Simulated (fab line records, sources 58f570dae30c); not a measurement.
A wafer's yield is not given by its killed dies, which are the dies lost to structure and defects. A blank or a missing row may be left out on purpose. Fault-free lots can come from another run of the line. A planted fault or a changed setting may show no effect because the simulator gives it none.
What tool caused it? | flow berkeley cmos170 | Sampling: 14 lots, 42 wafers, 5 of 331 route steps

## WHAT THE GAUGES READ, wafer by wafer
UCB170_NWELL_THK_MEAS_02. Usual: NWELL_OXIDE_THK 26.7 nm, standard deviation 0.41.
lot  | measured    | on            | NWELL_OXIDE_THK (nm) | flag
L966 | day 2 05:38 | film metro-01 | 27.2 27.3 27.5       |
L968 | day 2 15:15 | film metro-04 | 26.6 27.1 26.1       |
L967 | day 2 15:15 | film metro-03 | 25.8 26.1 26.0       |
L969 | day 3 01:49 | film metro-01 | 27.3 27.0 27.1       |
L970 | day 3 01:50 | film metro-03 | 27.1 27.5 27.4       |
L973 | day 3 15:41 | film metro-03 | 26.9 26.8 26.8       |
L972 | day 3 15:40 | film metro-01 | 26.6 26.7 25.9       |
L974 | day 3 15:45 | film metro-04 | 26.6 26.4 26.4       |
L977 | day 4 09:23 | film metro-03 | 26.5 26.3 26.7       |
L978 | day 4 16:09 | film metro-04 | 26.7 25.8 26.6       |
L981 | day 5 04:29 | film metro-03 | 26.8 26.6 26.5       |
L986 | day 6 13:32 | film metro-01 | 27.6 27.4 27.0       |
L988 | day 6 19:09 | film metro-04 | 26.8 26.8 26.6       |
L989 | day 6 19:08 | film metro-01 | 26.5 26.3 26.3       |

UCB170_ACTIVE_CD_MEAS_13: target cd 1200 nm. Usual: cd nm 1200.3 nm, standard deviation 1.3.
lot  | measured    | on        | cd nm (nm)           | flag
L966 | day 4 20:32 | cd sem-02 | 1199.3 1201.3 1200.0 |
L968 | day 5 13:40 | cd sem-02 | 1198.0 1199.6 1200.0 |
L967 | day 5 13:55 | cd sem-02 | 1200.0 1200.7 1200.7 |
L969 | day 6 08:52 | cd sem-01 | 1199.5 1199.3 1199.2 |
L970 | day 6 09:10 | cd sem-02 | 1199.9 1200.1 1200.0 |
L973 | day 6 08:37 | cd sem-01 | 1202.3 1201.7 1202.7 |
L972 | day 6 13:12 | cd sem-01 | 1200.1 1199.6 1199.5 |
L974 | day 6 09:28 | cd sem-02 | 1199.0 1200.1 1200.0 |
L977 | day 7 05:25 | cd sem-01 | 1200.3 1201.2 1200.4 |
L978 | day 7 05:07 | cd sem-01 | 1200.5 1199.8 1199.2 |
L981 | day 7 17:29 | cd sem-02 | 1200.3 1199.5 1198.9 |
L986 | day 9 06:16 | cd sem-01 | 1200.2 1199.7 1200.3 |
L988 | day 9 14:08 | cd sem-01 | 1201.2 1202.5 1201.7 |
L989 | day 9 14:18 | cd sem-01 | 1200.6 1200.9 1201.3 |

UCB170_SCREENOX_THK_MEAS_02. Usual: SCREENOX_OXIDE_THK 14.39 nm, standard deviation 0.27.
lot  | measured     | on            | SCREENOX_OXIDE_THK (nm) | flag
L966 | day 6 08:32  | film metro-02 | 14.96 15.19 14.72       |
L968 | day 6 23:31  | film metro-03 | 14.42 14.14 14.54       |
L967 | day 6 23:31  | film metro-02 | 14.14 13.88 13.85       |
L969 | day 7 16:12  | film metro-03 | 14.19 14.29 14.18       |
L970 | day 7 16:09  | film metro-03 | 14.36 14.48 14.52       |
L973 | day 7 16:13  | film metro-02 | 14.44 14.24 14.29       |
L972 | day 7 16:12  | film metro-01 | 14.12 14.54 14.31       |
L974 | day 7 16:10  | film metro-02 | 14.56 14.63 14.65       |
L977 | day 8 12:39  | film metro-03 | 22.32 22.43 22.40       | OFF
L978 | day 8 12:38  | film metro-01 | 21.98 21.97 21.65       | OFF
L981 | day 9 01:05  | film metro-02 | 14.25 14.51 14.71       |
L986 | day 10 15:22 | film metro-03 | 14.48 14.53 14.66       |
L988 | day 11 00:35 | film metro-01 | 14.16 14.23 14.24       |
L989 | day 11 00:38 | film metro-01 | 14.49 14.73 14.37       |

## EACH LOT AND THE TOOL THAT RAN IT (in order: tool; ch and the chambers of the sampled wafers; start)
lot  | UCB170_ZERO_STRIP_07                | UCB170_SCREENOX_OXIDATION_01
L966 | plasma asher-01 ch 0,1, day 1 22:55 | furnace-04 ch 0, day 6 06:50
L968 | plasma asher-04 ch 0,1, day 2 07:05 | furnace-01 ch 0, day 6 21:50
L967 | plasma asher-01 ch 0,1, day 2 07:17 | furnace-01 ch 0, day 6 21:50
L969 | plasma asher-01 ch 0,1, day 2 18:53 | furnace-04 ch 0, day 7 14:28
L970 | plasma asher-04 ch 0,1, day 2 19:06 | furnace-04 ch 0, day 7 14:28
L973 | plasma asher-01 ch 0,1, day 3 09:35 | furnace-04 ch 0, day 7 14:28
L972 | plasma asher-04 ch 0,1, day 3 09:50 | furnace-04 ch 0, day 7 14:28
L974 | plasma asher-03 ch 0,1, day 3 10:07 | furnace-04 ch 0, day 7 14:28
L977 | plasma asher-01 ch 0,1, day 4 03:34 | furnace-04 ch 0, day 8 10:58
L978 | plasma asher-04 ch 0,1, day 4 10:05 | furnace-04 ch 0, day 8 10:58
L981 | plasma asher-03 ch 0,1, day 4 22:10 | furnace-02 ch 0, day 8 23:20
L986 | plasma asher-04 ch 0,1, day 6 06:03 | furnace-02 ch 0, day 10 13:42
L988 | plasma asher-01 ch 0,1, day 6 12:52 | furnace-02 ch 0, day 10 22:53
L989 | plasma asher-03 ch 0,1, day 6 17:27 | furnace-02 ch 0, day 10 22:53
- UCB170_ZERO_STRIP_07: strips in O2.
- UCB170_SCREENOX_OXIDATION_01: target thk 14.4 nm, ox time 2400 s.

## AS READ BY THE TOOLS THEMSELVES (means over the sampled wafers that have a number; for cases with no such wafer, the mark the record gives instead)
UCB170_ZERO_STRIP_07. Usual: chamber pressure mTorr 3500 mTorr, standard deviation 3.4; drypump motor current A 6.0 A, standard deviation 0.49; oes product au 0.728 a.u., standard deviation 0.0044; strip time to endpoint s 21.86 s, standard deviation 0.061.
lot  | tool            | chamber pressure mTorr (mTorr) | drypump motor current A (A) | oes product au (a.u.) | strip time to endpoint s (s) | flag
L966 | plasma asher-01 | 3499                           | 6.1                         | 0.727                 | 21.78                        |
L968 | plasma asher-04 | 3501                           | 6.3                         | 0.724                 | 21.91                        |
L967 | plasma asher-01 | 3499                           | 5.7                         | 0.731                 | 21.85                        |
L969 | plasma asher-01 | 3503                           | 5.7                         | 0.730                 | 21.90                        |
L970 | plasma asher-04 | 3502                           | 6.3                         | 0.727                 | 21.89                        |
L973 | plasma asher-01 | 3498                           | 6.1                         | 0.731                 | 21.96                        |
L972 | plasma asher-04 | 3501                           | 6.3                         | 0.726                 | 21.87                        |
L974 | plasma asher-03 | 3499                           | 5.4                         | 0.729                 | 21.81                        |
L977 | plasma asher-01 | 3500                           | 6.1                         | 0.731                 | 21.84                        |
L978 | plasma asher-04 | 3503                           | 6.4                         | 0.725                 | 21.87                        |
L981 | plasma asher-03 | 3501                           | 5.5                         | 0.730                 | 21.94                        |
L986 | plasma asher-04 | 3503                           | 6.4                         | 0.728                 | 21.85                        |
L988 | plasma asher-01 | 3498                           | 5.7                         | 0.727                 | 21.87                        |
L989 | plasma asher-03 | 3500                           | 5.5                         | 0.730                 | 21.87                        |

## THE ANSWER, worked out from the rows above alone
Rule: a lot counts as off when the mean over its wafers that have a number is more than 3 standard deviations away from the usual mean. A lot without any number at a reading at which 4 lots or more have one is off too. All remaining lots with rows at the step are treated as sound. The gauges are gone through in route order, then the tools' own readings, and for those a lot's mean is taken as printed above. The first step at which some lot is off is used, and at that step the reading that is off furthest; a lot without a number counts as furthest.
Off: L977, L978, at UCB170_SCREENOX_THK_MEAS_02 (SCREENOX_OXIDE_THK).
If a tool, at a process step before that reading, ran all the lots that are off and no sound lot after the first of them, it fits. The gauges at UCB170_SCREENOX_THK_MEAS_02 are tried like those tools. One fits: UCB170_SCREENOX_OXIDATION_01 on furnace-04. Its last sound lot is L969 (day 7 14:28), its first lot that is off L977 (day 8 10:58): a fault that began between those two fits.

## WHAT THE SIMULATOR HAD PUT IN
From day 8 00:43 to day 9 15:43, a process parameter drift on furnace-04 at UCB170_SCREENOX_OXIDATION_01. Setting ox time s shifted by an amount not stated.
Lots struck among those shown: L977, L978. The rule given above showed the same thing.
